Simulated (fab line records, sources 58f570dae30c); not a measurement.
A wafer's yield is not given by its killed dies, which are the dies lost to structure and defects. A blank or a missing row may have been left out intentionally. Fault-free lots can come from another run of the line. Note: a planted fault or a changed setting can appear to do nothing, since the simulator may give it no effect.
What tool caused it? / flow berkeley cmos170 / Sampling: 14 lots, 42 wafers, 5 of 331 route steps

== WHAT THE GAUGES READ, wafer by wafer ==
UCB170_M1_CD_MEAS_90: the cd target is 700 nm.
lot=L525; measured=day 8 14:17; on=cd sem-01; cd nm (nm)=696.4 694.4 696.5
lot=L526; measured=day 9 02:38; on=cd sem-01; cd nm (nm)=699.5 697.6 698.2
lot=L527; measured=day 9 02:43; on=cd sem-01; cd nm (nm)=699.7 697.3 701.5
lot=L528; measured=day 9 08:58; on=cd sem-01; cd nm (nm)=702.5 701.4 703.7
lot=L533; measured=day 9 20:43; on=cd sem-01; cd nm (nm)=697.4 700.6 702.6
lot=L529; measured=day 9 22:43; on=cd sem-01; cd nm (nm)=698.9 701.8 700.1
lot=L531; measured=day 9 22:49; on=cd sem-01; cd nm (nm)=702.7 703.1 706.0
lot=L534; measured=day 10 08:41; on=cd sem-01; cd nm (nm)=697.1 698.3 701.4
lot=L537; measured=day 11 09:53; on=cd sem-01; cd nm (nm)=703.0 699.3 701.7
lot=L538; measured=day 11 19:31; on=cd sem-01; cd nm (nm)=697.5 699.8 697.8
lot=L541; measured=day 11 20:25; on=cd sem-01; cd nm (nm)=713.8 713.5 716.5
lot=L542; measured=day 12 15:59; on=cd sem-01; cd nm (nm)=716.2 715.9 716.2
lot=L545; measured=day 13 11:14; on=cd sem-01; cd nm (nm)=695.9 697.6 697.1
lot=L544; measured=day 13 12:35; on=cd sem-01; cd nm (nm)=700.8 698.5 697.4

UCB170_V1_THK_MEAS_01.
lot=L525; measured=day 8 15:53; on=film metro-02; V1_TEOS_THK (nm)=2008 2001 2052
lot=L526; measured=day 9 04:13; on=film metro-01; V1_TEOS_THK (nm)=1997 2010 2015
lot=L527; measured=day 9 05:32; on=film metro-01; V1_TEOS_THK (nm)=2018 2037 2039
lot=L528; measured=day 9 10:34; on=film metro-02; V1_TEOS_THK (nm)=1968 1979 1961
lot=L533; measured=day 9 22:19; on=film metro-02; V1_TEOS_THK (nm)=2030 2038 2035
lot=L529; measured=day 10 00:58; on=film metro-03; V1_TEOS_THK (nm)=1980 2021 2009
lot=L531; measured=day 10 00:58; on=film metro-02; V1_TEOS_THK (nm)=1982 2040 2012
lot=L534; measured=day 10 10:17; on=film metro-03; V1_TEOS_THK (nm)=1976 2015 2023
lot=L537; measured=day 11 12:10; on=film metro-02; V1_TEOS_THK (nm)=1986 2012 2052
lot=L538; measured=day 11 21:32; on=film metro-02; V1_TEOS_THK (nm)=1992 1982 2045
lot=L545; measured=day 13 12:50; on=film metro-01; V1_TEOS_THK (nm)=1971 2008 1968
lot=L544; measured=day 13 15:30; on=film metro-01; V1_TEOS_THK (nm)=1945 1939 1998

== WHICH TOOL RAN EACH LOT (tool, then ch and the chambers of the sampled wafers, then the start) ==
lot=L525; UCB170_SILICIDE_SPUTTER_01=pvd sputter-03, day 8 06:07; UCB170_CONTACT_ETCH_18=rie diel-04 ch 0,1,3, day 8 13:59 or earlier; UCB170_M1_METAL_ETCH_12=rie metal-01 ch 0,1, day 8 13:59
lot=L526; UCB170_SILICIDE_SPUTTER_01=pvd sputter-01, day 8 15:43; UCB170_CONTACT_ETCH_18=rie diel-01 ch 0,3, day 9 02:24 or earlier; UCB170_M1_METAL_ETCH_12=rie metal-03 ch 0,1, day 9 02:24
lot=L527; UCB170_SILICIDE_SPUTTER_01=pvd sputter-03, day 8 16:06; UCB170_CONTACT_ETCH_18=rie diel-02 ch 0,1,2, day 9 02:29 or earlier; UCB170_M1_METAL_ETCH_12=rie metal-02 ch 0,1, day 9 02:29
lot=L528; UCB170_SILICIDE_SPUTTER_01=pvd sputter-01, day 8 22:46; UCB170_CONTACT_ETCH_18=rie diel-01 ch 0,1,2, day 9 08:44 or earlier; UCB170_M1_METAL_ETCH_12=rie metal-01 ch 0,1, day 9 08:44
lot=L533; UCB170_SILICIDE_SPUTTER_01=pvd sputter-02, day 9 11:55; UCB170_CONTACT_ETCH_18=rie diel-04 ch 0,1, day 9 20:29 or earlier; UCB170_M1_METAL_ETCH_12=rie metal-03 ch 0,1, day 9 20:29
lot=L529; UCB170_SILICIDE_SPUTTER_01=pvd sputter-02, day 9 12:23; UCB170_CONTACT_ETCH_18=rie diel-04 ch 1,2,3, day 9 22:17 or earlier; UCB170_M1_METAL_ETCH_12=rie metal-02 ch 0,1, day 9 22:17
lot=L531; UCB170_SILICIDE_SPUTTER_01=pvd sputter-03, day 9 12:53; UCB170_CONTACT_ETCH_18=rie diel-01 ch 0,1,2, day 9 22:32 or earlier; UCB170_M1_METAL_ETCH_12=rie metal-03 ch 1, day 9 22:32
lot=L534; UCB170_SILICIDE_SPUTTER_01=pvd sputter-03, day 10 02:29; UCB170_CONTACT_ETCH_18=rie diel-01 ch 0,2, day 10 08:27 or earlier; UCB170_M1_METAL_ETCH_12=rie metal-02 ch 0,1, day 10 08:27
lot=L537; UCB170_SILICIDE_SPUTTER_01=pvd sputter-01, day 11 01:48; UCB170_CONTACT_ETCH_18=rie diel-02 ch 1,2,3, day 11 09:33 or earlier; UCB170_M1_METAL_ETCH_12=rie metal-02 ch 0,1, day 11 09:33
lot=L538; UCB170_SILICIDE_SPUTTER_01=pvd sputter-03, day 11 11:50; UCB170_CONTACT_ETCH_18=rie diel-04 ch 1,2,3, day 11 19:16 or earlier; UCB170_M1_METAL_ETCH_12=rie metal-02 ch 0,1, day 11 19:16
lot=L541; UCB170_SILICIDE_SPUTTER_01=pvd sputter-02, day 11 13:01; UCB170_CONTACT_ETCH_18=rie diel-02 ch 0,1,2, day 11 20:11 or earlier; UCB170_M1_METAL_ETCH_12=rie metal-01 ch 0,1, day 11 20:11
lot=L542; UCB170_SILICIDE_SPUTTER_01=pvd sputter-01, day 12 06:19; UCB170_CONTACT_ETCH_18=rie diel-01 ch 0,1,2, day 12 15:44 or earlier; UCB170_M1_METAL_ETCH_12=rie metal-01 ch 1, day 12 15:44
lot=L545; UCB170_SILICIDE_SPUTTER_01=pvd sputter-02, day 13 01:52; UCB170_CONTACT_ETCH_18=rie diel-02 ch 0,1,2, day 13 10:59 or earlier; UCB170_M1_METAL_ETCH_12=rie metal-02 ch 0,1, day 13 10:59
lot=L544; UCB170_SILICIDE_SPUTTER_01=pvd sputter-03, day 13 02:37; UCB170_CONTACT_ETCH_18=rie diel-02 ch 1,2,3, day 13 12:16 or earlier; UCB170_M1_METAL_ETCH_12=rie metal-02 ch 0,1, day 13 12:16
- UCB170_SILICIDE_SPUTTER_01: material Ti, target thk 30 nm, time 25 s.
- UCB170_CONTACT_ETCH_18: etches PSG in CHF3/CF4/Ar, stops on TiSi2, target depth 840 nm, time 195 s.
- UCB170_M1_METAL_ETCH_12: etches Al in Cl2/BCl3, stops on PSG, target depth 780 nm, time 130 s.

== WHAT THE TOOLS THEMSELVES READ (means of the sampled wafers that have a number; where no wafer has one, the mark that the record gives instead) ==
UCB170_SILICIDE_SPUTTER_01.
lot=L525; tool=pvd sputter-03; throttle valve pct (%)=30.5
lot=L526; tool=pvd sputter-01; throttle valve pct (%)=30.3
lot=L527; tool=pvd sputter-03; throttle valve pct (%)=29.0
lot=L528; tool=pvd sputter-01; throttle valve pct (%)=29.9
lot=L533; tool=pvd sputter-02; throttle valve pct (%)=29.5
lot=L529; tool=pvd sputter-02; throttle valve pct (%)=30.6
lot=L531; tool=pvd sputter-03; throttle valve pct (%)=30.0
lot=L534; tool=pvd sputter-03; throttle valve pct (%)=29.9
lot=L537; tool=pvd sputter-01; throttle valve pct (%)=29.7
lot=L538; tool=pvd sputter-03; throttle valve pct (%)=30.4
lot=L541; tool=pvd sputter-02; throttle valve pct (%)=31.4
lot=L542; tool=pvd sputter-01; throttle valve pct (%)=30.2
lot=L545; tool=pvd sputter-02; throttle valve pct (%)=31.4
lot=L544; tool=pvd sputter-03; throttle valve pct (%)=30.6

UCB170_CONTACT_ETCH_18.
lot=L525; tool=rie diel-04; drypump motor current A (A)=6.1; oes product au (a.u.)=0.898; rf fwd power W (W)=696.6; throttle valve pct (%)=6.90
lot=L526; tool=rie diel-01; drypump motor current A (A)=5.2; oes product au (a.u.)=0.873; rf fwd power W (W)=698.3; throttle valve pct (%)=6.94
lot=L527; tool=rie diel-02; drypump motor current A (A)=5.7; oes product au (a.u.)=0.884; rf fwd power W (W)=698.5; throttle valve pct (%)=6.96
lot=L528; tool=rie diel-01; drypump motor current A (A)=5.5; oes product au (a.u.)=0.884; rf fwd power W (W)=696.5; throttle valve pct (%)=6.89
lot=L533; tool=rie diel-04; drypump motor current A (A)=6.2; oes product au (a.u.)=0.892; rf fwd power W (W)=701.3; throttle valve pct (%)=6.90
lot=L529; tool=rie diel-04; drypump motor current A (A)=5.8; oes product au (a.u.)=0.901; rf fwd power W (W)=697.1; throttle valve pct (%)=6.89
lot=L531; tool=rie diel-01; drypump motor current A (A)=5.5; oes product au (a.u.)=0.905; rf fwd power W (W)=697.4; throttle valve pct (%)=6.90
lot=L534; tool=rie diel-01; drypump motor current A (A)=5.6; oes product au (a.u.)=0.882; rf fwd power W (W)=702.4; throttle valve pct (%)=6.84
lot=L537; tool=rie diel-02; drypump motor current A (A)=6.0; oes product au (a.u.)=0.888; rf fwd power W (W)=696.7; throttle valve pct (%)=6.89
lot=L538; tool=rie diel-04; drypump motor current A (A)=5.9; oes product au (a.u.)=0.899; rf fwd power W (W)=694.9; throttle valve pct (%)=6.91
lot=L541; tool=rie diel-02; drypump motor current A (A)=5.7; oes product au (a.u.)=0.890; rf fwd power W (W)=699.0; throttle valve pct (%)=6.96
lot=L542; tool=rie diel-01; drypump motor current A (A)=5.5; oes product au (a.u.)=0.892; rf fwd power W (W)=696.9; throttle valve pct (%)=6.89
lot=L545; tool=rie diel-02; drypump motor current A (A)=5.7; oes product au (a.u.)=0.881; rf fwd power W (W)=695.4; throttle valve pct (%)=6.96
lot=L544; tool=rie diel-02; drypump motor current A (A)=6.0; oes product au (a.u.)=0.888; rf fwd power W (W)=696.3; throttle valve pct (%)=6.89

UCB170_M1_METAL_ETCH_12.
lot=L525; tool=rie metal-01; drypump motor current A (A)=5.64; mfc cl2 sccm (sccm)=89.97; oes product au (a.u.)=0.850; rf fwd power W (W)=597.2; throttle valve pct (%)=24.57
lot=L526; tool=rie metal-03; drypump motor current A (A)=4.92; mfc cl2 sccm (sccm)=90.01; oes product au (a.u.)=0.854; rf fwd power W (W)=596.9; throttle valve pct (%)=24.24
lot=L527; tool=rie metal-02; drypump motor current A (A)=5.27; mfc cl2 sccm (sccm)=90.25; oes product au (a.u.)=0.848; rf fwd power W (W)=598.7; throttle valve pct (%)=24.66
lot=L528; tool=rie metal-01; drypump motor current A (A)=5.60; mfc cl2 sccm (sccm)=90.08; oes product au (a.u.)=0.838; rf fwd power W (W)=595.9; throttle valve pct (%)=24.54
lot=L533; tool=rie metal-03; drypump motor current A (A)=4.91; mfc cl2 sccm (sccm)=89.70; oes product au (a.u.)=0.844; rf fwd power W (W)=595.1; throttle valve pct (%)=24.25
lot=L529; tool=rie metal-02; drypump motor current A (A)=5.19; mfc cl2 sccm (sccm)=90.03; oes product au (a.u.)=0.850; rf fwd power W (W)=598.1; throttle valve pct (%)=24.39
lot=L531; tool=rie metal-03; drypump motor current A (A)=4.94; mfc cl2 sccm (sccm)=90.01; oes product au (a.u.)=0.867; rf fwd power W (W)=594.6; throttle valve pct (%)=24.56
lot=L534; tool=rie metal-02; drypump motor current A (A)=5.26; mfc cl2 sccm (sccm)=90.10; oes product au (a.u.)=0.851; rf fwd power W (W)=596.0; throttle valve pct (%)=24.66
lot=L537; tool=rie metal-02; drypump motor current A (A)=5.27; mfc cl2 sccm (sccm)=89.89; oes product au (a.u.)=0.847; rf fwd power W (W)=597.7; throttle valve pct (%)=24.66
lot=L538; tool=rie metal-02; drypump motor current A (A)=5.21; mfc cl2 sccm (sccm)=89.63; oes product au (a.u.)=0.856; rf fwd power W (W)=597.0; throttle valve pct (%)=24.39
lot=L541; tool=rie metal-01; drypump motor current A (A)=5.63; mfc cl2 sccm (sccm)=90.14; oes product au (a.u.)=0.775; rf fwd power W (W)=355.1; throttle valve pct (%)=24.61
lot=L542; tool=rie metal-01; drypump motor current A (A)=5.64; mfc cl2 sccm (sccm)=90.07; oes product au (a.u.)=0.800; rf fwd power W (W)=356.5; throttle valve pct (%)=24.63
lot=L545; tool=rie metal-02; drypump motor current A (A)=5.20; mfc cl2 sccm (sccm)=90.19; oes product au (a.u.)=0.856; rf fwd power W (W)=598.3; throttle valve pct (%)=24.39
lot=L544; tool=rie metal-02; drypump motor current A (A)=5.27; mfc cl2 sccm (sccm)=89.68; oes product au (a.u.)=0.849; rf fwd power W (W)=597.3; throttle valve pct (%)=24.66

== THE ANSWER, worked out from the rows above alone ==
Rule: usual is defined by the lots themselves. The widest of any qualifying gaps counts: lots, ordered by their means at a reading, are off when they make up no more than a third of the lots, leave a main group of 4 or more, and stand apart from it by 3 or more times the standard deviation of that group's means. A main group is skipped when, at the precision printed for the reading in the tables above, its means are all equal. Also off: a lot with no number at a reading for which 4 or more lots have one. Where the step has rows for the other lots, those lots are counted as sound. First the gauges in route order, then the tools' own readings, where a lot's mean is used as printed above. At the first step where some lot is off, the reading lying furthest off is the one used; lots without a number count as furthest.
Off: L541, L542, at UCB170_M1_CD_MEAS_90 (cd nm). Mean 699.6 nm and standard deviation 2.2 in the main group.
A tool fits if, at a process step before that reading, it ran every lot that is off, and no sound lot after the first of them. The gauges at UCB170_M1_CD_MEAS_90 aren't tried: what is off there is off at UCB170_M1_METAL_ETCH_12 too, on other tools, and a gauge's error can't cause that. With no start given for some of its lots, UCB170_CONTACT_ETCH_18 uses the hours and lot order of UCB170_M1_METAL_ETCH_12. One fits: UCB170_M1_METAL_ETCH_12 on rie metal-01. Its last sound lot is L528 (day 9 08:44), its first lot that is off L541 (day 11 20:11): a fault that began between those two fits.
The tool's own readings at UCB170_M1_METAL_ETCH_12 bear it out: on the lots that are off they differ by more than 5 times the standard deviation of the sound lots' means. oes product au reads 0.788 a.u. there against 0.851 a.u. on the sound lots; rf fwd power W reads 355.8 W there against 596.9 W on the sound lots.

== WHAT THE SIMULATOR HAD PUT IN ==
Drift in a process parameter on rie metal-01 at UCB170_M1_METAL_ETCH_12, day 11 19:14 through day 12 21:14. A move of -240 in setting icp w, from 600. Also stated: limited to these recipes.
Lots struck among those shown: L541, L542. The same result came from the rule above.
